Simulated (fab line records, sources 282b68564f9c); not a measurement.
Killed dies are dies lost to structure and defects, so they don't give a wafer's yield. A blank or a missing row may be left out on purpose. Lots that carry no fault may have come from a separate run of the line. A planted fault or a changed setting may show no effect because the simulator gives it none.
Problem report, 8D (eight disciplines) form, completed by code / flow rit_cmos / the parts of the form that need people (team, actions taken, sign-off) are left out

## 1. WHAT WENT WRONG
Across 12 wafers from 4 lots, M1_OVL at RIT_M1_OVL_MEAS_10 averages 359.4 nm, while fault-free wafers read -0.1 nm with a standard deviation of 1.5. That is +99 or more standard deviations from the usual mean.
Earliest sighting: wafer L152.4 on overlay-02 at day 6 04:40. The record holds 48 wafers of 16 lots with a number at this step. The rule behind "out" and "out of limits": a value lying over 4 standard deviations away from the usual mean. The other wafers with a number count as sound.

## 2. WHAT IT IS; WHAT IT IS NOT
question=which readings at this step | is=M1_OVL | is not=-
question=which lots | is=L152, L153, L155, L156 | is not=L139, L141, L143, L145, L146, L148, L149, L150, L151, L154, L159, L160
question=which wafers of those lots | is=all that have a number | is not=-
question=read on which gauges | is=overlay-01, overlay-02 | is not=-
question=when | is=from day 6 04:40 | is not=up to then (27 sound wafers); but 9 sound wafers of L154, L159, L160 came after

## 3. WHAT RULES OUT EACH SUSPECT
Counting: any tool at a process step up to the reading is kept as a suspect provided that every lot that is out went through it and no sound lot did after the first of them.
- ruled out: the gauge at RIT_M1_OVL_MEAS_10. The wafers that are out were read on 2 gauges (overlay-01, overlay-02).
- iline_stepper-01 at RIT_M1_EXPOSE_06 (exposes mask M12, target cd 2600 nm): kept. It processed each lot that is out, first L152 at day 6 04:05, and no sound lot thereafter; up to then, the last sound lot it processed was L151 at day 5 17:53.
After counting, what remains is iline_stepper-01 at RIT_M1_EXPOSE_06.

## 4. THE CAUSE (what the simulator had put in)
Scanner matching overlay: iline_stepper-01, from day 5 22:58 on, at RIT_M1_EXPOSE_06. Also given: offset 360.
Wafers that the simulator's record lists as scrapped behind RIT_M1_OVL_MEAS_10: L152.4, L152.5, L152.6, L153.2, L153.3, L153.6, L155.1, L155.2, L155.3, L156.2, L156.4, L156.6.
Counting left only this tool.

## 5. THE EFFECT CHAIN, in route order
One row per reading whose mean, taken over the struck wafers that have a number, lies over 3 standard deviations from the usual. Readings are gone through only where the record gives a usual standard deviation; hours: the median, over the lots, of the time from a lot's start at the first step in this table giving one to that lot's start at this step; sigmas: the change measured in usual standard deviations.
hours=0; step=RIT_M1_OVL_MEAS_10; reading=M1_OVL; usual=-0.1 nm; on struck wafers=359.4; change=+359.5; sigmas=+99 or more

## 6. WHAT WOULD HAVE CAUGHT IT SOONER
6 hours passed between the start of the fault at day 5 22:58 and the first reading out of limits at a measuring or inspecting step in this record, taken at day 6 04:40.
L153, L155, L156, from the lots that are out (4), started RIT_M1_EXPOSE_06 on iline_stepper-01 later than day 6 04:40. A hold on the tool at that time would have spared those 3.
